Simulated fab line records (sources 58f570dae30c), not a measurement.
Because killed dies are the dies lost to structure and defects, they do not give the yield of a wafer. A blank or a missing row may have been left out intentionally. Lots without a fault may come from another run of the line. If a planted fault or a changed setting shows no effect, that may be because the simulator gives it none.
Split-lot trial + flow berkeley_cmos170 + 5 lots, 23 wafers read, on a route of 331 steps

THE SPLIT ITSELF
At UCB170_SILICIDE_SPUTTER_01 (material Ti, target thk 30 nm, time 25 s), the setting time_s was moved away from the recipe's 25 s on 7 of the 23 wafers read, by -6.3% to +12.0%. The other wafers ran this setting at the recipe's value.

BETWEEN THE SPLIT AND THE READING: the file shows 1 step in between
- UCB170_SILICIDE_RS_MEAS_02: measures by four-point-probe

THE READING
SILICIDE_TI_THK, in nm, at UCB170_SILICIDE_THK_MEAS_03 (measures by xrf). Typical for fault-free wafers on this fab line: 29.8 nm, with standard deviation 0.41 nm.

| wafer  | tool, chamber at the split | time_s as run, s | against the recipe | SILICIDE_TI_THK, nm | against lot-mates on the recipe |
|--------|----------------------------|------------------|--------------------|---------------------|---------------------------------|
| L075.1 | pvd_sputter-03, -          | 23.87            | -4.5%              | 29.0                | -0.9                            |
| L075.2 | pvd_sputter-03, -          | 23.87            | -4.5%              | 28.2                | -1.7                            |
| L075.3 | pvd_sputter-03, -          | 25               | recipe             | 30.0                | -                               |
| L075.4 | pvd_sputter-03, -          | 25               | recipe             | 29.6                | -                               |
| L075.5 | pvd_sputter-03, -          | 25               | recipe             | 30.0                | -                               |
| L077.1 | pvd_sputter-03, -          | 25               | recipe             | 29.5                | -                               |
| L077.2 | pvd_sputter-03, -          | 25               | recipe             | 29.7                | -                               |
| L077.4 | pvd_sputter-03, -          | 23.43            | -6.3%              | 27.4                | -2.3                            |
| L077.5 | pvd_sputter-03, -          | 25               | recipe             | 29.8                | -                               |
| L077.6 | pvd_sputter-03, -          | 23.43            | -6.3%              | 27.9                | -1.8                            |
| L085.2 | pvd_sputter-02, -          | 25               | recipe             | 30.4                | -                               |
| L085.3 | pvd_sputter-02, -          | 25               | recipe             | 30.2                | -                               |
| L085.4 | pvd_sputter-02, -          | 25               | recipe             | 30.1                | -                               |
| L085.5 | pvd_sputter-02, -          | 25               | recipe             | 30.2                | -                               |
| L085.6 | pvd_sputter-02, -          | 25               | recipe             | 30.2                | -                               |
| L083.1 | pvd_sputter-01, -          | 25               | recipe             | 28.7                | -                               |
| L083.2 | pvd_sputter-01, -          | 25               | recipe             | 29.8                | -                               |
| L083.3 | pvd_sputter-01, -          | 27.99            | +12.0%             | 33.4                | +4.1                            |
| L083.5 | pvd_sputter-01, -          | 27.99            | +12.0%             | 33.3                | +4.0                            |
| L083.6 | pvd_sputter-01, -          | 27.99            | +12.0%             | 34.0                | +4.8                            |
| L084.2 | pvd_sputter-02, -          | 25               | recipe             | 29.1                | -                               |
| L084.3 | pvd_sputter-02, -          | 25               | recipe             | 30.2                | -                               |
| L084.6 | pvd_sputter-02, -          | 25               | recipe             | 30.2                | -                               |

FIT RESULTS
A straight line over all 23 wafers: SILICIDE_TI_THK changes by +0.314 nm for each +1% of time_s; r = +0.96; the points scatter about the line by 0.44 nm.
The same after taking each lot's own level away (the mean of its wafers on the recipe; 23 wafers): +0.348 nm for each +1%; r = +0.98; scatter 0.35 nm.
Per that fit: largest time_s move, reading shift of 4.2 nm.
Across the lots, their own levels run from 29.25 to 30.22 nm, a range of 2.4 times the standard deviation given above.
Consequently the slope shifts little with the lot-to-lot level, the two slopes agreeing.
Check: for one of the wafers moved furthest among these (+12.0%), held out of the fit, the line's prediction against its lot-mates is +4.25 nm. Against them it came out at +4.15 nm.

OTHER SPLITS ON THESE WAFERS
Note: prior to the reading, these wafers also went through further splits. Each is held against what the fit with the lots' levels taken away leaves over:
| other split on the same wafers   | wafers away from the commonest value | r with SILICIDE_TI_THK (lot level and that fit taken away) |
|----------------------------------|--------------------------------------|------------------------------------------------------------|
| UCB170_PSD_PEB_04 peb_temp_c     | 10                                   | -0.01                                                      |
| UCB170_BACKSIDE_STRIP_03 power_w | 7                                    | +0.00                                                      |

THE WHOLE CHAIN: every reading that the file lists as answering this split, in the file's order
| step                        | what it does                             | reading                                                                           | change (the file's fit)               | r (the file's) |
|-----------------------------|------------------------------------------|-----------------------------------------------------------------------------------|---------------------------------------|----------------|
| UCB170_SILICIDE_SPUTTER_01  | material Ti, target thk 30 nm, time 25 s | Ti_of_SILICIDE_SPUTTER_01.thk_nm (the simulator's own value, which no gauge read) | +0.344 nm for each +1% of the setting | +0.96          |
| UCB170_SILICIDE_RS_MEAS_02  | measures by four-point-probe             | SILICIDE_TI_RS                                                                    | -0.328 for each +1% of the setting    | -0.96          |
| UCB170_SILICIDE_THK_MEAS_03 | measures by xrf                          | SILICIDE_TI_THK                                                                   | +0.342 for each +1% of the setting    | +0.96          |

THE FILE'S OWN FIT
SILICIDE_TI_THK changes by +0.342 nm for each +1% of time_s, r = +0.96.
